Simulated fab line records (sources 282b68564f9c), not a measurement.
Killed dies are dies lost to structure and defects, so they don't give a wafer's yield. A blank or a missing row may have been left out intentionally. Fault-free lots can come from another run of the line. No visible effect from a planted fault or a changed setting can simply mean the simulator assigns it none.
fab line records + flow rit_cmos
[record]
- lots = 14
- wafers = 42
- last_day = 7
route steps=202 shown ACTIVE@16 NRETRO@58 GATE@97 M1@194
lots untouched by any fault: they come from a run of this same line in which no faults occurred
start_h: hours from the record's first day to the start of the lot's first wafer shown + wait_h: hours since the lot's step before + " same as the row above + L1.1+2: a single row standing in for several wafers + - value missing, or start not given + * or withheld: withheld + < > ~ a bound
route shown NAME@n: names a module that has steps shown in the file, with the first one's number in the route + usual: mean/standard deviation taken from wafers without a fault + same: alike in all rows + chamber/n: place in a boat + sites: the reading at each site + _std_site: standard deviation across them + _edge_site: mean of outer sites minus mean of inner sites + radius_mm: for every site, how far away it sits from the centre of the wafer + mask NAME#n: copy n + behind: the last tool/chamber to shape the wafer + hold: cause of the lot's hold/its duration in hours/its outcome + device: which transistor (n, p or np) failed to switch + end of line: at the end of the route, the tests of the same wafers + a step given without rows: its recipe and nothing more + killed: count of dies lost to structure and defects at first sort (not the wafer's yield) + map: shows each die of a wafer: x if killed, . if not, _ if none is there
set.NAME: the setting the step ran with; set.NAME@STEP: the setting that earlier step ran with + model.NAME: the simulator's own value behind a step, which no gauge read
a sample of lots followed through the steps of the route, with each step as a table and each wafer as a row
[[steps]]
[step RIT_ACTIVE_CD_MEAS_90]
[recipe]
- target_cd_nm = 1400
[usual]
- cd_nm = 1399.7/2.2
| lot.wafer | tool      | chamber | start_h | wait_h | cd_nm  |
|-----------|-----------|---------|---------|--------|--------|
| L668.1    | cd_sem-02 | -       | 21.27   | 0.1    | 1400.2 |
| L668.2    | "         | -       | "       | "      | 1399.4 |
| L668.6    | "         | -       | "       | "      | 1398.8 |
| L669.4    | cd_sem-01 | -       | 25.08   | 0.1    | 1404.1 |
| L669.5    | "         | -       | "       | "      | 1404.1 |
| L669.6    | "         | -       | "       | "      | 1404.9 |
| L671.1    | cd_sem-02 | -       | 35.84   | 0.1    | 1395.3 |
| L671.2    | "         | -       | "       | "      | 1394.0 |
| L671.6    | "         | -       | "       | "      | 1395.3 |
| L672.2    | cd_sem-01 | -       | 40.16   | 0.1    | 1401.5 |
| L672.4    | "         | -       | "       | "      | 1400.0 |
| L672.5    | "         | -       | "       | "      | 1401.0 |
| L673.1    | cd_sem-01 | -       | 47.82   | 0.1    | 1399.2 |
| L673.5    | "         | -       | "       | "      | 1398.6 |
| L673.6    | "         | -       | "       | "      | 1399.6 |
| L674.2    | cd_sem-01 | -       | 52.14   | 0.1    | 1400.2 |
| L674.3    | "         | -       | "       | "      | 1401.9 |
| L674.6    | "         | -       | "       | "      | 1399.5 |
| L675.2    | cd_sem-01 | -       | 57.06   | 0.2    | 1400.6 |
| L675.5    | "         | -       | "       | "      | 1402.3 |
| L675.6    | "         | -       | "       | "      | 1400.0 |
| L676.1    | cd_sem-02 | -       | 61.58   | 0.1    | 1399.6 |
| L676.4    | "         | -       | "       | "      | 1398.9 |
| L676.6    | "         | -       | "       | "      | 1401.3 |
| L679.2    | cd_sem-02 | -       | 76.88   | 0.1    | 1398.3 |
| L679.5    | "         | -       | "       | "      | 1397.4 |
| L679.6    | "         | -       | "       | "      | 1400.9 |
| L680.1    | cd_sem-01 | -       | 80.36   | 0.1    | 1403.8 |
| L680.5    | "         | -       | "       | "      | 1401.4 |
| L680.6    | "         | -       | "       | "      | 1399.8 |
| L681.1    | cd_sem-01 | -       | 86.72   | 0.1    | 1400.8 |
| L681.2    | "         | -       | "       | "      | 1399.1 |
| L681.5    | "         | -       | "       | "      | 1399.7 |
| L687.1    | cd_sem-01 | -       | 116.24  | 0.1    | 1401.0 |
| L687.3    | "         | -       | "       | "      | 1399.5 |
| L687.5    | "         | -       | "       | "      | 1401.4 |
| L689.2    | cd_sem-01 | -       | 125.23  | 0.1    | 1400.8 |
| L689.3    | "         | -       | "       | "      | 1398.5 |
| L689.6    | "         | -       | "       | "      | 1400.9 |
| L690.1    | cd_sem-01 | -       | 130.58  | 0.1    | 1398.5 |
| L690.2    | "         | -       | "       | "      | 1396.2 |
| L690.6    | "         | -       | "       | "      | 1397.4 |
[step RIT_NRETRO_DEVELOP_05]
[recipe]
- resist = NOVOLAK
- develop_time_s = 68
- dev_temp_c = 23
[usual]
- exhaust_pa = 45.0/0.97
| lot.wafer | tool           | chamber | start_h | wait_h | exhaust_pa |
|-----------|----------------|---------|---------|--------|------------|
| L668.1    | litho_track-04 | 0       | 35      | -      | 45.1       |
| L668.2    | "              | 0       | "       | "      | 45.5       |
| L668.6    | "              | 0       | "       | "      | 45.9       |
| L669.4    | litho_track-04 | 0       | 43      | -      | 45.6       |
| L669.5    | "              | 0       | "       | "      | 46.0       |
| L669.6    | "              | 0       | "       | "      | 44.3       |
| L671.1    | litho_track-04 | 0       | 51      | -      | 45.1       |
| L671.2    | "              | 0       | "       | "      | 45.2       |
| L671.6    | "              | 0       | "       | "      | 43.1       |
| L672.2    | litho_track-04 | 0       | 57      | -      | 46.1       |
| L672.4    | "              | 0       | "       | "      | 45.9       |
| L672.5    | "              | 0       | "       | "      | 47.3       |
| L673.1    | litho_track-04 | 0       | 65      | -      | 45.6       |
| L673.5    | "              | 0       | "       | "      | 45.3       |
| L673.6    | "              | 0       | "       | "      | 45.9       |
| L674.2    | litho_track-02 | 0       | 70      | -      | 45.8       |
| L674.3    | "              | 0       | "       | "      | 45.9       |
| L674.6    | "              | 0       | "       | "      | 45.8       |
| L675.2    | litho_track-03 | 0       | 70      | -      | 44.8       |
| L675.5    | "              | 0       | "       | "      | 44.4       |
| L675.6    | "              | 0       | "       | "      | 44.7       |
| L676.1    | litho_track-03 | 0       | 77      | -      | 45.1       |
| L676.4    | "              | 0       | "       | "      | 45.6       |
| L676.6    | "              | 0       | "       | "      | 44.9       |
| L679.2    | litho_track-03 | 0       | 90      | -      | 46.0       |
| L679.5    | "              | 0       | "       | "      | 44.9       |
| L679.6    | "              | 0       | "       | "      | 45.0       |
| L680.1    | litho_track-03 | 0       | 99      | -      | 44.2       |
| L680.5    | "              | 0       | "       | "      | 45.2       |
| L680.6    | "              | 0       | "       | "      | 45.6       |
| L681.1    | litho_track-03 | 0       | 102     | -      | 44.8       |
| L681.2    | "              | 0       | "       | "      | 44.8       |
| L681.5    | "              | 0       | "       | "      | 44.3       |
| L687.1    | litho_track-04 | 0       | 131     | -      | 46.4       |
| L687.3    | "              | 0       | "       | "      | 46.5       |
| L687.5    | "              | 0       | "       | "      | 45.2       |
| L689.2    | litho_track-02 | 0       | 142     | -      | 43.3       |
| L689.3    | "              | 0       | "       | "      | 42.8       |
| L689.6    | "              | 0       | "       | "      | 44.7       |
| L690.1    | litho_track-04 | 0       | 148     | -      | 46.3       |
| L690.2    | "              | 0       | "       | "      | 45.6       |
| L690.6    | "              | 0       | "       | "      | 45.9       |
[step RIT_NRETRO_TW_MEAS_10]
[usual]
- NRETRO_TW = 1060/6.4
| lot.wafer | tool          | chamber | start_h | wait_h | hold                     | NRETRO_TW |
|-----------|---------------|---------|---------|--------|--------------------------|-----------|
| L668.1    | film_metro-01 | -       | 36.04   | 0.1    | -                        | 1052      |
| L668.2    | "             | -       | "       | "      | -                        | 1051      |
| L668.6    | "             | -       | "       | "      | -                        | 1054      |
| L669.4    | film_metro-04 | -       | 44.55   | 0.1    | -                        | 1054      |
| L669.5    | "             | -       | "       | "      | -                        | 1059      |
| L669.6    | "             | -       | "       | "      | -                        | 1059      |
| L671.1    | film_metro-01 | -       | 52.41   | 0.1    | -                        | 1057      |
| L671.2    | "             | -       | "       | "      | -                        | 1059      |
| L671.6    | "             | -       | "       | "      | -                        | 1050      |
| L672.2    | film_metro-02 | -       | 58.30   | 0.1    | -                        | 1067      |
| L672.4    | "             | -       | "       | "      | -                        | 1064      |
| L672.5    | "             | -       | "       | "      | -                        | 1063      |
| L673.1    | film_metro-04 | -       | 66.23   | 0.1    | -                        | 1071      |
| L673.5    | "             | -       | "       | "      | -                        | 1066      |
| L673.6    | "             | -       | "       | "      | -                        | 1061      |
| L674.2    | film_metro-02 | -       | 70.78   | 0.1    | -                        | 1056      |
| L674.3    | "             | -       | "       | "      | -                        | 1065      |
| L674.6    | "             | -       | "       | "      | -                        | 1056      |
| L675.2    | film_metro-02 | -       | 71.32   | 0.1    | -                        | 1059      |
| L675.5    | "             | -       | "       | "      | -                        | 1054      |
| L675.6    | "             | -       | "       | "      | -                        | 1054      |
| L676.1    | film_metro-02 | -       | 78.28   | 0.1    | -                        | 1059      |
| L676.4    | "             | -       | "       | "      | -                        | 1066      |
| L676.6    | "             | -       | "       | "      | -                        | 1067      |
| L679.2    | film_metro-01 | -       | 91.31   | 0.1    | -                        | 1060      |
| L679.5    | "             | -       | "       | "      | -                        | 1054      |
| L679.6    | "             | -       | "       | "      | -                        | 1055      |
| L680.1    | film_metro-01 | -       | 100.44  | 0.1    | await_dispo/0.2h/release | 234       |
| L680.5    | "             | -       | "       | "      | await_dispo/0.2h/release | 232       |
| L680.6    | "             | -       | "       | "      | await_dispo/0.2h/release | 232       |
| L680.1    | film_metro-01 | -       | 100.67  | 0.2    | -                        | 235       |
| L680.5    | "             | -       | "       | "      | -                        | 231       |
| L680.6    | "             | -       | "       | "      | -                        | 235       |
| L681.1    | film_metro-04 | -       | 103.25  | 0.1    | await_dispo/0.2h/release | 223       |
| L681.2    | "             | -       | "       | "      | await_dispo/0.2h/release | 228       |
| L681.5    | "             | -       | "       | "      | await_dispo/0.2h/release | 229       |
| L681.1    | film_metro-04 | -       | 103.48  | 0.2    | -                        | 223       |
| L681.2    | "             | -       | "       | "      | -                        | 226       |
| L681.5    | "             | -       | "       | "      | -                        | 229       |
| L687.1    | film_metro-01 | -       | 132.34  | 0.1    | -                        | 1062      |
| L687.3    | "             | -       | "       | "      | -                        | 1063      |
| L687.5    | "             | -       | "       | "      | -                        | 1065      |
| L689.2    | film_metro-02 | -       | 142.92  | 0.1    | -                        | 1057      |
| L689.3    | "             | -       | "       | "      | -                        | 1058      |
| L689.6    | "             | -       | "       | "      | -                        | 1057      |
| L690.1    | film_metro-02 | -       | 149.43  | 0.1    | -                        | 1061      |
| L690.2    | "             | -       | "       | "      | -                        | 1059      |
| L690.6    | "             | -       | "       | "      | -                        | 1064      |
[step RIT_GATE_CD_MEAS_90]
[recipe]
- target_cd_nm = 150
[usual]
- cd_nm = 150/3
| lot.wafer | tool      | chamber | start_h | wait_h | cd_nm |
|-----------|-----------|---------|---------|--------|-------|
| L668.1    | cd_sem-02 | -       | 44.06   | 0.1    | 152   |
| L668.2    | "         | -       | "       | "      | 148   |
| L668.6    | "         | -       | "       | "      | 150   |
| L669.4    | cd_sem-02 | -       | 57.29   | 0.1    | 152   |
| L669.5    | "         | -       | "       | "      | 153   |
| L669.6    | "         | -       | "       | "      | 154   |
| L671.1    | cd_sem-01 | -       | 60.08   | 0.1    | 154   |
| L671.2    | "         | -       | "       | "      | 154   |
| L671.6    | "         | -       | "       | "      | 156   |
| L672.2    | cd_sem-01 | -       | 65.71   | 0.1    | 150   |
| L672.4    | "         | -       | "       | "      | 148   |
| L672.5    | "         | -       | "       | "      | 149   |
| L673.1    | cd_sem-01 | -       | 75.99   | 0.1    | 152   |
| L673.5    | "         | -       | "       | "      | 151   |
| L673.6    | "         | -       | "       | "      | 149   |
| L674.2    | cd_sem-01 | -       | 78.68   | 0.1    | 151   |
| L674.3    | "         | -       | "       | "      | 152   |
| L674.6    | "         | -       | "       | "      | 150   |
| L675.2    | cd_sem-02 | -       | 79.10   | 0.1    | 155   |
| L675.5    | "         | -       | "       | "      | 155   |
| L675.6    | "         | -       | "       | "      | 157   |
| L676.1    | cd_sem-01 | -       | 87.73   | 0.1    | 152   |
| L676.4    | "         | -       | "       | "      | 152   |
| L676.6    | "         | -       | "       | "      | 153   |
| L679.2    | cd_sem-02 | -       | 102.81  | 0.1    | 146   |
| L679.5    | "         | -       | "       | "      | 146   |
| L679.6    | "         | -       | "       | "      | 149   |
| L687.1    | cd_sem-01 | -       | 138.94  | 0.1    | 153   |
| L687.3    | "         | -       | "       | "      | 156   |
| L687.5    | "         | -       | "       | "      | 156   |
| L689.2    | cd_sem-01 | -       | 151.86  | 0.1    | 152   |
| L689.3    | "         | -       | "       | "      | 151   |
| L689.6    | "         | -       | "       | "      | 150   |
| L690.1    | cd_sem-02 | -       | 158.98  | 0.1    | 147   |
| L690.2    | "         | -       | "       | "      | 148   |
| L690.6    | "         | -       | "       | "      | 148   |
[step RIT_M1_OVL_MEAS_10]
[usual]
- M1_OVL = -0.8/1.6
| lot.wafer | tool       | chamber | start_h | wait_h | M1_OVL[nm] |
|-----------|------------|---------|---------|--------|------------|
| L668.1    | overlay-02 | -       | 61.08   | 0.1    | -2.7       |
| L668.2    | "          | -       | "       | "      | -3.5       |
| L668.6    | "          | -       | "       | "      | -3.5       |
| L669.4    | overlay-02 | -       | 74.46   | 0.1    | 1.1        |
| L669.5    | "          | -       | "       | "      | -0.4       |
| L669.6    | "          | -       | "       | "      | 0.1        |
| L671.1    | overlay-02 | -       | 78.51   | 0.1    | -0.6       |
| L671.2    | "          | -       | "       | "      | -0.6       |
| L671.6    | "          | -       | "       | "      | 0.1        |
| L672.2    | overlay-02 | -       | 85.20   | 0.1    | -1.0       |
| L672.4    | "          | -       | "       | "      | -2.3       |
| L672.5    | "          | -       | "       | "      | -1.0       |
| L673.1    | overlay-01 | -       | 93.09   | 0.1    | 1.7        |
| L673.5    | "          | -       | "       | "      | 0.5        |
| L673.6    | "          | -       | "       | "      | 0.3        |
| L674.2    | overlay-01 | -       | 96.14   | 0.1    | -1.6       |
| L674.3    | "          | -       | "       | "      | -0.3       |
| L674.6    | "          | -       | "       | "      | -1.9       |
| L675.2    | overlay-02 | -       | 96.99   | 0.1    | -3.4       |
| L675.5    | "          | -       | "       | "      | -2.7       |
| L675.6    | "          | -       | "       | "      | -4.8       |
| L676.1    | overlay-02 | -       | 105.10  | 0.1    | -1.2       |
| L676.4    | "          | -       | "       | "      | -1.9       |
| L676.6    | "          | -       | "       | "      | -0.9       |
| L679.2    | overlay-01 | -       | 120.48  | 0.1    | -0.8       |
| L679.5    | "          | -       | "       | "      | -0.1       |
| L679.6    | "          | -       | "       | "      | 0.1        |
| L687.1    | overlay-01 | -       | 158.49  | 0.1    | -0.2       |
| L687.3    | "          | -       | "       | "      | 1.7        |
| L687.5    | "          | -       | "       | "      | 0.9        |
| L689.2    | overlay-01 | -       | 170.13  | 0.1    | -1.0       |
| L689.3    | "          | -       | "       | "      | -0.6       |
| L689.6    | "          | -       | "       | "      | -1.0       |
| L690.1    | overlay-01 | -       | 176.65  | 0.1    | 0.1        |
| L690.2    | "          | -       | "       | "      | 0.2        |
| L690.6    | "          | -       | "       | "      | 0.8        |
[step RIT_M1_PROBE_99]
[usual]
- defect_limited_yield = 97.1/1.2
- killed_at_contacts = 0.0/0.22
- killed_at_front_end = 7/3.2
- killed_dies = 8/3.2
- killed_open = 3.7/2.1
- killed_short = 3.8/2.2
- sort_bin_3_pad_short = 0.1/0.24
- sort_bin_5_function = 1.7/0.87
- sort_bin_6_memory = 1.0/0.64
- sort_n_pass = 256/3.2
- sort_yield_pct = 97.1/1.2
[same]
- gross_dies = 264
- killed_at_M0_to_M3 = 0
- killed_at_M4_up = 0
- killed_at_back_side = 0
- killed_at_other = 0
| lot.wafer | tool      | chamber | start_h | wait_h | defect_limited_yield[%] | killed_at_contacts | killed_at_front_end | killed_dies | killed_open | killed_short | sort_bin_3_pad_short[%] | sort_bin_5_function[%] | sort_bin_6_memory[%] | sort_n_pass | sort_yield_pct[%] |
|-----------|-----------|---------|---------|--------|-------------------------|--------------------|---------------------|-------------|-------------|--------------|-------------------------|------------------------|----------------------|-------------|-------------------|
| L668.1    | prober-02 | -       | 63.62   | 0.1    | 96.6                    | 0                  | 9                   | 9           | 6           | 3            | 0.4                     | 2.3                    | 0.8                  | 255         | 96.6              |
| L668.2    | prober-02 | -       | 63.67   | 0.1    | 96.2                    | 0                  | 10                  | 10          | 3           | 7            | 0                       | 3.0                    | 0.8                  | 254         | 96.2              |
| L668.6    | prober-02 | -       | 63.87   | 0.2    | 95.1                    | 0                  | 13                  | 13          | 6           | 7            | 0                       | 3.4                    | 1.5                  | 251         | 95.1              |
| L669.4    | prober-01 | -       | 77.13   | 0.2    | 99.2                    | 0                  | 2                   | 2           | 2           | 0            | 0                       | 0.4                    | 0.4                  | 262         | 99.2              |
| L669.5    | prober-01 | -       | 77.18   | 0.2    | 95.5                    | 0                  | 12                  | 12          | 7           | 5            | 0.4                     | 1.5                    | 2.7                  | 252         | 95.5              |
| L669.6    | prober-01 | -       | 77.23   | 0.2    | 97.3                    | 1                  | 6                   | 7           | 4           | 3            | 0                       | 2.3                    | 0.4                  | 257         | 97.3              |
| L671.1    | prober-01 | -       | 81.05   | 0.1    | 97.3                    | 0                  | 7                   | 7           | 4           | 3            | 0                       | 1.5                    | 1.1                  | 257         | 97.3              |
| L671.2    | prober-01 | -       | 81.10   | 0.1    | 98.1                    | 0                  | 5                   | 5           | 0           | 5            | 0.4                     | 1.1                    | 0.4                  | 259         | 98.1              |
| L671.6    | prober-01 | -       | 81.30   | 0.2    | 98.5                    | 0                  | 4                   | 4           | 3           | 1            | 0                       | 1.5                    | 0                    | 260         | 98.5              |
| L672.2    | prober-02 | -       | 87.81   | 0.1    | 97.3                    | 0                  | 7                   | 7           | 4           | 3            | 0                       | 1.1                    | 1.5                  | 257         | 97.3              |
| L672.4    | prober-02 | -       | 87.91   | 0.2    | 98.9                    | 0                  | 3                   | 3           | 1           | 2            | 0                       | 0.8                    | 0.4                  | 261         | 98.9              |
| L672.5    | prober-02 | -       | 87.96   | 0.2    | 95.5                    | 0                  | 12                  | 12          | 7           | 5            | 0                       | 3.8                    | 0.8                  | 252         | 95.5              |
| L673.1    | prober-01 | -       | 95.63   | 0.1    | 95.5                    | 0                  | 12                  | 12          | 5           | 7            | 0                       | 3.0                    | 1.5                  | 252         | 95.5              |
| L673.5    | prober-01 | -       | 95.83   | 0.2    | 95.5                    | 1                  | 11                  | 12          | 6           | 6            | 0                       | 3.0                    | 1.5                  | 252         | 95.5              |
| L673.6    | prober-01 | -       | 95.88   | 0.2    | 98.1                    | 0                  | 5                   | 5           | 1           | 4            | 0                       | 1.1                    | 0.8                  | 259         | 98.1              |
| L674.2    | prober-02 | -       | 98.74   | 0.1    | 98.1                    | 0                  | 5                   | 5           | 2           | 3            | 0.8                     | 0.8                    | 0.4                  | 259         | 98.1              |
| L674.3    | prober-02 | -       | 98.79   | 0.2    | 99.2                    | 0                  | 2                   | 2           | 1           | 1            | 0.4                     | 0                      | 0.4                  | 262         | 99.2              |
| L674.6    | prober-02 | -       | 98.94   | 0.2    | 97.0                    | 0                  | 8                   | 8           | 4           | 4            | 0                       | 1.9                    | 1.1                  | 256         | 97.0              |
| L675.2    | prober-01 | -       | 100.24  | 0.1    | 98.5                    | 0                  | 4                   | 4           | 2           | 2            | 0                       | 0.8                    | 0.8                  | 260         | 98.5              |
| L675.5    | prober-01 | -       | 100.39  | 0.2    | 98.1                    | 0                  | 5                   | 5           | 4           | 1            | 0                       | 0.8                    | 1.1                  | 259         | 98.1              |
| L675.6    | prober-01 | -       | 100.44  | 0.2    | 97.0                    | 0                  | 8                   | 8           | 4           | 4            | 0                       | 2.7                    | 0.4                  | 256         | 97.0              |
| L676.1    | prober-02 | -       | 107.64  | 0.1    | 98.1                    | 0                  | 5                   | 5           | 0           | 5            | 0                       | 1.5                    | 0.4                  | 259         | 98.1              |
| L676.4    | prober-02 | -       | 107.79  | 0.2    | 95.8                    | 0                  | 11                  | 11          | 7           | 4            | 0                       | 2.3                    | 1.9                  | 253         | 95.8              |
| L676.6    | prober-02 | -       | 107.89  | 0.2    | 95.8                    | 0                  | 11                  | 11          | 5           | 6            | 0.8                     | 2.7                    | 0.8                  | 253         | 95.8              |
| L679.2    | prober-01 | -       | 123.06  | 0.1    | 97.3                    | 0                  | 7                   | 7           | 5           | 2            | 0                       | 1.9                    | 0.8                  | 257         | 97.3              |
| L679.5    | prober-01 | -       | 123.21  | 0.2    | 97.3                    | 0                  | 7                   | 7           | 5           | 2            | 0                       | 1.9                    | 0.8                  | 257         | 97.3              |
| L679.6    | prober-01 | -       | 123.26  | 0.2    | 97.0                    | 0                  | 8                   | 8           | 3           | 5            | 0                       | 1.5                    | 1.5                  | 256         | 97.0              |
| L687.1    | prober-01 | -       | 161.03  | 0.1    | 98.1                    | 0                  | 5                   | 5           | 1           | 4            | 0                       | 1.1                    | 0.8                  | 259         | 98.1              |
| L687.3    | prober-01 | -       | 161.13  | 0.2    | 97.3                    | 0                  | 7                   | 7           | 6           | 1            | 0                       | 1.1                    | 1.5                  | 257         | 97.3              |
| L687.5    | prober-01 | -       | 161.23  | 0.2    | 98.9                    | 0                  | 3                   | 3           | 2           | 1            | 0                       | 0.8                    | 0.4                  | 261         | 98.9              |
| L689.2    | prober-01 | -       | 172.73  | 0.1    | 98.5                    | 0                  | 4                   | 4           | 3           | 1            | 0.4                     | 0.8                    | 0.4                  | 260         | 98.5              |
| L689.3    | prober-01 | -       | 172.78  | 0.2    | 99.2                    | 0                  | 2                   | 2           | 1           | 1            | 0                       | 0.8                    | 0                    | 262         | 99.2              |
| L689.6    | prober-01 | -       | 172.93  | 0.2    | 98.5                    | 0                  | 4                   | 4           | 3           | 1            | 0                       | 0.8                    | 0.8                  | 260         | 98.5              |
| L690.1    | prober-02 | -       | 179.21  | 0.1    | 96.6                    | 0                  | 9                   | 9           | 4           | 5            | 0                       | 1.1                    | 2.3                  | 255         | 96.6              |
| L690.2    | prober-02 | -       | 179.26  | 0.1    | 94.7                    | 0                  | 14                  | 14          | 8           | 6            | 0                       | 2.7                    | 2.7                  | 250         | 94.7              |
| L690.6    | prober-02 | -       | 179.46  | 0.2    | 97.7                    | 0                  | 6                   | 6           | 2           | 4            | 0                       | 1.5                    | 0.8                  | 258         | 97.7              |
// killed by level:class
L668.1 REOX:geometric_particle:open=3 FOX1:geometric_particle:open=1 FOX2:geometric_particle:short=1 GATE:geometric_particle:open=1 REOX:geometric_particle:short=1 SILICIDE:geometric_particle:short=1 SILICIDE:geometric_particle:open=1
L668.2 GATE:geometric_particle:open=2 REOX:geometric_particle:short=2 SPACER:geometric_particle:short=2 FOX1:geometric_particle:short=1 FOX2:geometric_particle:short=1 GATE:geometric_particle:short=1 REOX:geometric_particle:open=1
L668.6 REOX:geometric_particle:short=2 SPACER:geometric_particle:short=2 FOX1:geometric_particle:short=1 FOX1:geometric_particle:open=1 FOX2:geometric_particle:open=1 GATE:geometric_particle:short=1 GATE:geometric_particle:open=1 REOX:geometric_particle:open=1
L669.4 FOX1:geometric_particle:open=1 FOX2:geometric_particle:open=1
L669.5 FOX1:geometric_particle:open=2 FOX1:geometric_particle:short=2 GATE:geometric_particle:short=2 SPACER:geometric_particle:open=2 FOX2:geometric_particle:short=1 FOX2:geometric_particle:open=1 GATE:geometric_particle:open=1 SILICIDE:geometric_particle:open=1
L669.6 SPACER:geometric_particle:short=3 FOX1:geometric_particle:open=2 SPACER:geometric_particle:open=1 CONTACT:geometric_particle:open=1
L671.1 FOX1:geometric_particle:open=3 GATE:geometric_particle:short=2 SPACER:geometric_particle:short=1 SILICIDE:geometric_particle:open=1
L671.2 GATE:geometric_particle:short=3 REOX:geometric_particle:short=1 SPACER:geometric_particle:short=1
L671.6 FOX1:geometric_particle:open=2 GATE:geometric_particle:open=1 SILICIDE:geometric_particle:short=1
L672.2 GATE:geometric_particle:open=2 GATE:geometric_particle:short=2 FOX1:geometric_particle:open=1 REOX:geometric_particle:open=1 SILICIDE:geometric_particle:short=1
L672.4 GATE:geometric_particle:short=2 FOX2:geometric_particle:open=1
L672.5 GATE:geometric_particle:open=3 FOX1:geometric_particle:open=2 GATE:geometric_particle:short=2 SPACER:geometric_particle:short=2 FOX1:geometric_particle:short=1 SPACER:geometric_particle:open=1 SILICIDE:geometric_particle:open=1
L673.1 GATE:geometric_particle:open=3 GATE:geometric_particle:short=3 FOX1:geometric_particle:open=1 FOX2:geometric_particle:short=1 REOX:geometric_particle:short=1 SPACER:geometric_particle:short=1 SILICIDE:geometric_particle:short=1 SILICIDE:geometric_particle:open=1
L673.5 GATE:geometric_particle:short=2 SILICIDE:geometric_particle:open=2 FOX1:geometric_particle:open=1 FOX2:geometric_particle:short=1 GATE:geometric_particle:open=1 REOX:geometric_particle:open=1 REOX:geometric_particle:short=1 SPACER:geometric_particle:short=1
L673.6 GATE:geometric_particle:short=2 FOX1:geometric_particle:short=1 REOX:geometric_particle:open=1 SILICIDE:geometric_particle:short=1
L674.2 GATE:geometric_particle:short=2 FOX2:geometric_particle:short=1 GATE:geometric_particle:open=1 SILICIDE:geometric_particle:open=1
L674.3 REOX:geometric_particle:short=1 SILICIDE:geometric_particle:open=1
L674.6 GATE:geometric_particle:short=3 GATE:geometric_particle:open=2 FOX1:geometric_particle:open=1 FOX2:geometric_particle:open=1 REOX:geometric_particle:short=1
L675.2 FOX2:geometric_particle:open=1 GATE:geometric_particle:open=1 GATE:geometric_particle:short=1 SILICIDE:geometric_particle:short=1
L675.5 GATE:geometric_particle:open=2 FOX2:geometric_particle:short=1 REOX:geometric_particle:open=1 SILICIDE:geometric_particle:open=1
L675.6 GATE:geometric_particle:open=2 REOX:geometric_particle:short=2 FOX2:geometric_particle:open=1 GATE:geometric_particle:short=1 REOX:geometric_particle:open=1 SILICIDE:geometric_particle:short=1
L676.1 FOX2:geometric_particle:short=2 SPACER:geometric_particle:short=2 GATE:geometric_particle:short=1
L676.4 GATE:geometric_particle:open=4 SILICIDE:geometric_particle:short=2 FOX1:geometric_particle:open=1 GATE:geometric_particle:short=1 REOX:geometric_particle:short=1 SPACER:geometric_particle:open=1 SILICIDE:geometric_particle:open=1
L676.6 GATE:geometric_particle:short=3 SPACER:geometric_particle:open=3 GATE:geometric_particle:open=2 SPACER:geometric_particle:short=2 FOX1:geometric_particle:short=1
L679.2 FOX1:geometric_particle:open=2 GATE:geometric_particle:open=2 FOX1:geometric_particle:short=1 GATE:geometric_particle:short=1 REOX:geometric_particle:open=1
L679.5 REOX:geometric_particle:open=2 SILICIDE:geometric_particle:open=2 FOX1:geometric_particle:short=1 GATE:geometric_particle:open=1 SPACER:geometric_particle:short=1
L679.6 REOX:geometric_particle:short=3 GATE:geometric_particle:open=2 GATE:geometric_particle:short=1 SPACER:geometric_particle:open=1 SPACER:geometric_particle:short=1
L687.1 GATE:geometric_particle:short=3 FOX1:geometric_particle:short=1 FOX2:geometric_particle:open=1
L687.3 FOX1:geometric_particle:open=2 FOX2:geometric_particle:open=2 FOX2:geometric_particle:short=1 REOX:geometric_particle:open=1 SPACER:geometric_particle:open=1
L687.5 FOX1:geometric_particle:short=1 GATE:geometric_particle:open=1 SILICIDE:geometric_particle:open=1
L689.2 FOX2:geometric_particle:open=1 GATE:geometric_particle:short=1 GATE:geometric_particle:open=1 REOX:geometric_particle:open=1
L689.3 GATE:geometric_particle:open=1 SPACER:geometric_particle:short=1
L689.6 GATE:geometric_particle:open=2 GATE:geometric_particle:short=1 SPACER:geometric_particle:open=1
L690.1 SPACER:geometric_particle:open=4 SPACER:geometric_particle:short=3 GATE:geometric_particle:short=2
L690.2 GATE:geometric_particle:open=5 REOX:geometric_particle:open=2 SILICIDE:geometric_particle:short=2 FOX1:geometric_particle:short=1 FOX2:geometric_particle:open=1 FOX2:geometric_particle:short=1 GATE:geometric_particle:short=1 REOX:geometric_particle:short=1
L690.6 FOX1:geometric_particle:open=2 FOX1:geometric_particle:short=2 REOX:geometric_particle:short=2
[[key]]
[first_sign]
- step = RIT_NRETRO_TW_MEAS_10
- reading = visit
- direction = added
[effect]
- step = RIT_NRETRO_TW_MEAS_10
- reading = NRETRO_TW
- direction = down
- sigmas = 99+
- usual = 1060
- struck = 230
met_at RIT_NRETRO_DEVELOP_05
struck_lots L680,L681
scrapped_behind RIT_NRETRO_TW_MEAS_10 L680.1,L680.5,L680.6,L681.1,L681.2,L681.5
not_acting_at RIT_ACTIVE_CD_MEAS_90,RIT_GATE_CD_MEAS_90,RIT_M1_OVL_MEAS_10
onset_between 90 99
[fault]
- kind = process_parameter_drift
- tool = litho_track-03
- chamber = -
- onset_h = 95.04
- steps = RIT_NRETRO_DEVELOP_05
- channel = develop_time_s
- offset = *
- shape = step
- end_h = 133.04
- acts_in = *
- stated = *
